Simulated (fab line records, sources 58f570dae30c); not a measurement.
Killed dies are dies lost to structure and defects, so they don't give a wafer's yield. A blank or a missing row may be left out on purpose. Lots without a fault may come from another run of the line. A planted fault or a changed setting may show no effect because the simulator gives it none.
A struck lot beside a sound one | flow berkeley_cmos170 | 21 steps out of a route of 331
Sound: wafers L168.1, L168.4, L168.6. Struck: wafers L174.2, L174.3, L174.6. The cause comes at the end.
At each step with rows: each side's tool, then ch and its chambers, then its first start. Under that, the readings that differ: sound wafers | struck wafers | difference of the means | sigmas: that difference in standard deviations of wafers without a fault.
alike: readings whose means differ by less than 2 such deviations, and words and numbers that are the same on both sides. not compared: withheld readings, readings that some wafer has no value for, bounds like >300 that may hide the same value, and numbers for which the record gives no deviation and whose values overlap.
The two part at a step that has a row with sigmas, a row that says differs or no value, or rows on one side only. Numbers that don't overlap but have no deviation are shown without sigmas and don't part them. A reading that every wafer of one side lacks parts them only if that side has two wafers or more.

UCB170_PSD_STRIP_09: strips in O2.
  sound on plasma_asher-03 ch 0,1, day 8 02:26; struck on plasma_asher-01 ch 0,1, day 9 08:40
  alike: chamber_pressure_mTorr, drypump_motor_current_A, oes_product_au, strip_time_to_endpoint_s
  not compared: rf_hours_counter_h
UCB170_PSD_TW_MEAS_10:
  sound on film_metro-02, day 8 02:32; struck on film_metro-01, day 9 08:47
  alike: PSD_TW
then, 7 steps without rows for these wafers: UCB170_PSD_CLEAN_11 (cleans in SPM, time 600 s); UCB170_NSD_HMDS_00 (prime time 60 s); UCB170_NSD_COAT_01 (resist thk 900 nm); UCB170_NSD_SOFTBAKE_02 (time 60 s); UCB170_NSD_EXPOSE_03 (exposes mask NSELECT MOD, target cd 1200 nm); UCB170_NSD_PEB_04; UCB170_NSD_DEVELOP_05 (develop time 45 s).
UCB170_NSD_CD_MEAS_06: target cd 1200 nm.
  sound on cd_sem-01, day 8 03:54; struck on cd_sem-01, day 9 10:43
  alike: cd_nm
UCB170_NSD_OVL_MEAS_07:
  sound on overlay-02, day 8 04:01; struck on overlay-02, day 9 10:50
  reading      | sound | struck      | difference | sigmas
  NSD_OVL (nm) | 5 1 1 | -13 -11 -16 | -16        | -3
then, 1 step without rows for these wafers: UCB170_NSD_IMPLANT_08.
UCB170_NSD_STRIP_09: strips in O2.
  sound on plasma_asher-02 ch 0,1, day 8 04:13; struck on plasma_asher-01 ch 0,1, day 9 11:01
  no value came back on the struck wafers for chamber_pressure_mTorr (mTorr), drypump_motor_current_A (A), oes_product_au (a.u.), strip_time_to_endpoint_s (s); on the sound wafers chamber_pressure_mTorr (mTorr) reads 3498.0 3505.2 3501.9
  reading                              | sound | struck            | difference | sigmas
  model.KrF_of_NSD_COAT_01.thk_nm (nm) | 0 0 0 | 884.8 888.4 885.1 | +886.1     |
  not compared: rf_hours_counter_h
UCB170_NSD_TW_MEAS_10:
  sound on film_metro-04, day 8 04:19; struck on film_metro-04, day 9 11:07
  alike: NSD_TW
then, 4 steps without rows for these wafers: UCB170_NSD_CLEAN_11 (cleans in SPM, time 600 s); UCB170_BACKSIDE_HMDS_00 (prime time 60 s); UCB170_BACKSIDE_COAT_01 (resist thk 900 nm); UCB170_BACKSIDE_SOFTBAKE_02 (time 60 s).
UCB170_BACKSIDE_STRIP_03: strips in O2.
  sound on plasma_asher-02 ch 0,1, day 8 05:10; struck on plasma_asher-04 ch 0,1, day 9 11:53
  reading                      | sound             | struck            | difference | sigmas
  strip_time_to_endpoint_s (s) | 22.10 22.09 22.09 | 48.13 48.24 48.14 | +26.08     | +99 or more
  alike: chamber_pressure_mTorr, drypump_motor_current_A, oes_product_au
  not compared: rf_hours_counter_h
then, 1 step without rows for these wafers: UCB170_BACKSIDE_CLEAN_04 (cleans in SPM, time 600 s).
UCB170_M3_PROBE_99:
  the record has rows for the struck wafers here (prober-01, day 10 13:46) and none for the sound ones

WHERE THEY PART
First at UCB170_NSD_OVL_MEAS_07; last, within this record, at UCB170_M3_PROBE_99.

WHY: what the simulator had put in
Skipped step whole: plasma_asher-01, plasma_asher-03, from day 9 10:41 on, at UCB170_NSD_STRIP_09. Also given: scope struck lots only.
